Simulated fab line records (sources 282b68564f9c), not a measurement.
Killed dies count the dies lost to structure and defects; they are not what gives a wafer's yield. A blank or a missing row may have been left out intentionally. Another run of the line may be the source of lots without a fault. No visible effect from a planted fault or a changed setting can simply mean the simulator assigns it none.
What tool caused it? || flow rit-cmos || 14 lots with 42 wafers sampled at 2 steps, on a route of 202 steps

WHAT THE GAUGES SHOWED, per wafer
RIT_PRETRO_OVL_MEAS_06.
{"lot": "L943", "measured": "day 2 09:37", "on": "overlay-02", "PRETRO_OVL (nm)": "-2.9 -1.1 -2.2"}
{"lot": "L944", "measured": "day 2 17:12", "on": "overlay-01", "PRETRO_OVL (nm)": "-1.8 -1.3 1.0"}
{"lot": "L945", "measured": "day 2 21:11", "on": "overlay-01", "PRETRO_OVL (nm)": "1.8 1.2 1.7"}
{"lot": "L946", "measured": "day 2 23:33", "on": "overlay-02", "PRETRO_OVL (nm)": "-1.2 -2.1 0.4"}
{"lot": "L947", "measured": "day 3 04:33", "on": "overlay-02", "PRETRO_OVL (nm)": "0.9 2.1 -0.1"}
{"lot": "L949", "measured": "day 3 12:45", "on": "overlay-02", "PRETRO_OVL (nm)": "1.7 3.0 0.7"}
{"lot": "L951", "measured": "day 4 06:31", "on": "overlay-02", "PRETRO_OVL (nm)": "0.9 1.3 1.2"}
{"lot": "L953", "measured": "day 4 13:31", "on": "overlay-01", "PRETRO_OVL (nm)": "-1.3 -1.8 -2.0"}
{"lot": "L955", "measured": "day 4 20:44", "on": "overlay-02", "PRETRO_OVL (nm)": "1.2 1.9 0.4"}
{"lot": "L956", "measured": "day 5 01:59", "on": "overlay-02", "PRETRO_OVL (nm)": "-0.2 -2.7 -1.3"}
{"lot": "L960", "measured": "day 5 23:45", "on": "overlay-01", "PRETRO_OVL (nm)": "0.6 -0.6 -1.0"}
{"lot": "L962", "measured": "day 6 07:25", "on": "overlay-01", "PRETRO_OVL (nm)": "- - -"}
{"lot": "L963", "measured": "day 6 13:43", "on": "overlay-01", "PRETRO_OVL (nm)": "- - -"}
{"lot": "L964", "measured": "day 6 19:47", "on": "overlay-01", "PRETRO_OVL (nm)": "-2.9 -1.4 -1.0"}

EACH LOT AND THE TOOL THAT RAN IT (in order: tool; ch and the chambers of the sampled wafers; start)
{"lot": "L943", "RIT_PRETRO_COAT_01": "litho-track-01 ch 0, day 2 08:55"}
{"lot": "L944", "RIT_PRETRO_COAT_01": "litho-track-04 ch 0, day 2 16:22"}
{"lot": "L945", "RIT_PRETRO_COAT_01": "litho-track-01 ch 0, day 2 20:27"}
{"lot": "L946", "RIT_PRETRO_COAT_01": "litho-track-03 ch 0, day 2 22:49"}
{"lot": "L947", "RIT_PRETRO_COAT_01": "litho-track-04 ch 0, day 3 03:49"}
{"lot": "L949", "RIT_PRETRO_COAT_01": "litho-track-01 ch 0, day 3 11:55"}
{"lot": "L951", "RIT_PRETRO_COAT_01": "litho-track-03 ch 0, day 4 05:49"}
{"lot": "L953", "RIT_PRETRO_COAT_01": "litho-track-03 ch 0, day 4 12:40"}
{"lot": "L955", "RIT_PRETRO_COAT_01": "litho-track-01 ch 0, day 4 20:01"}
{"lot": "L956", "RIT_PRETRO_COAT_01": "litho-track-04 ch 0, day 5 01:16"}
{"lot": "L960", "RIT_PRETRO_COAT_01": "litho-track-03 ch 0, day 5 23:04"}
{"lot": "L962", "RIT_PRETRO_COAT_01": "litho-track-03, day 6 06:33"}
{"lot": "L963", "RIT_PRETRO_COAT_01": "litho-track-03, day 6 12:59"}
{"lot": "L964", "RIT_PRETRO_COAT_01": "litho-track-04 ch 0, day 6 18:55"}
- RIT_PRETRO_COAT_01: resist thk 1300 nm.

AS READ BY THE TOOLS THEMSELVES (means over the sampled wafers that have a number; for cases with no such wafer, the mark the record gives instead)
RIT_PRETRO_COAT_01.
{"lot": "L943", "tool": "litho-track-01", "chill-plate-temp-C (C)": 22.92, "dispense-pressure-kPa (kPa)": 54}
{"lot": "L944", "tool": "litho-track-04", "chill-plate-temp-C (C)": 23.01, "dispense-pressure-kPa (kPa)": 59}
{"lot": "L945", "tool": "litho-track-01", "chill-plate-temp-C (C)": 23.10, "dispense-pressure-kPa (kPa)": 54}
{"lot": "L946", "tool": "litho-track-03", "chill-plate-temp-C (C)": 22.92, "dispense-pressure-kPa (kPa)": 47}
{"lot": "L947", "tool": "litho-track-04", "chill-plate-temp-C (C)": 23.03, "dispense-pressure-kPa (kPa)": 59}
{"lot": "L949", "tool": "litho-track-01", "chill-plate-temp-C (C)": 22.96, "dispense-pressure-kPa (kPa)": 54}
{"lot": "L951", "tool": "litho-track-03", "chill-plate-temp-C (C)": 23.15, "dispense-pressure-kPa (kPa)": 47}
{"lot": "L953", "tool": "litho-track-03", "chill-plate-temp-C (C)": 22.90, "dispense-pressure-kPa (kPa)": 47}
{"lot": "L955", "tool": "litho-track-01", "chill-plate-temp-C (C)": 22.93, "dispense-pressure-kPa (kPa)": 54}
{"lot": "L956", "tool": "litho-track-04", "chill-plate-temp-C (C)": 23.01, "dispense-pressure-kPa (kPa)": 59}
{"lot": "L960", "tool": "litho-track-03", "chill-plate-temp-C (C)": 23.14, "dispense-pressure-kPa (kPa)": 47}
{"lot": "L962", "tool": "litho-track-03", "chill-plate-temp-C (C)": "-", "dispense-pressure-kPa (kPa)": "-"}
{"lot": "L963", "tool": "litho-track-03", "chill-plate-temp-C (C)": "-", "dispense-pressure-kPa (kPa)": "-"}
{"lot": "L964", "tool": "litho-track-04", "chill-plate-temp-C (C)": 23.12, "dispense-pressure-kPa (kPa)": 59}

THE ANSWER, worked out from the rows above alone
Rule: the usual values come from the lots themselves. Put in order of their means at a reading, lots are off if they are a third of the lots or fewer, leave a main group of 4 or more, and stand apart from it by a gap of 3 or more times the standard deviation of the main group's means; of several such gaps the widest counts. Not used: any main group whose means are identical at the precision the tables above print for the reading. A lot without any number at a reading at which 4 lots or more have one is off too. All remaining lots with rows at the step are treated as sound. Order of review: gauges by route order, followed by the tools' own readings, for which a lot's mean as printed above is used. The first step at which some lot is off is used, and at that step the reading that is off furthest; a lot without a number counts as furthest.
Off: L962, L963, at RIT_PRETRO_OVL_MEAS_06 (PRETRO_OVL). Without a number there: L962, L963. The main group has a mean of -0.2 nm with a standard deviation of 1.4.
A tool fits if, at a process step before that reading, it ran every lot that is off, and no sound lot after the first of them. The gauges at RIT_PRETRO_OVL_MEAS_06 aren't tried: what is off there is off at RIT_PRETRO_COAT_01 too, on other tools, and a gauge's error can't cause that. One candidate fits, namely litho-track-03 at RIT_PRETRO_COAT_01. Its last sound lot is L960 (day 5 23:04), its first lot that is off L962 (day 6 06:33): a fault that began between those two fits.
Blank at RIT_PRETRO_COAT_01 on the lots that are off, where sound lots have numbers: chill-plate-temp-C, dispense-pressure-kPa.

WHAT HAD BEEN PUT IN BY THE SIMULATOR
Entire step skipped (litho-track-03, RIT_PRETRO_COAT_01), from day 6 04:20 onward. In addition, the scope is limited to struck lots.
Struck lots among those shown: L962, L963. The rule above found the same.
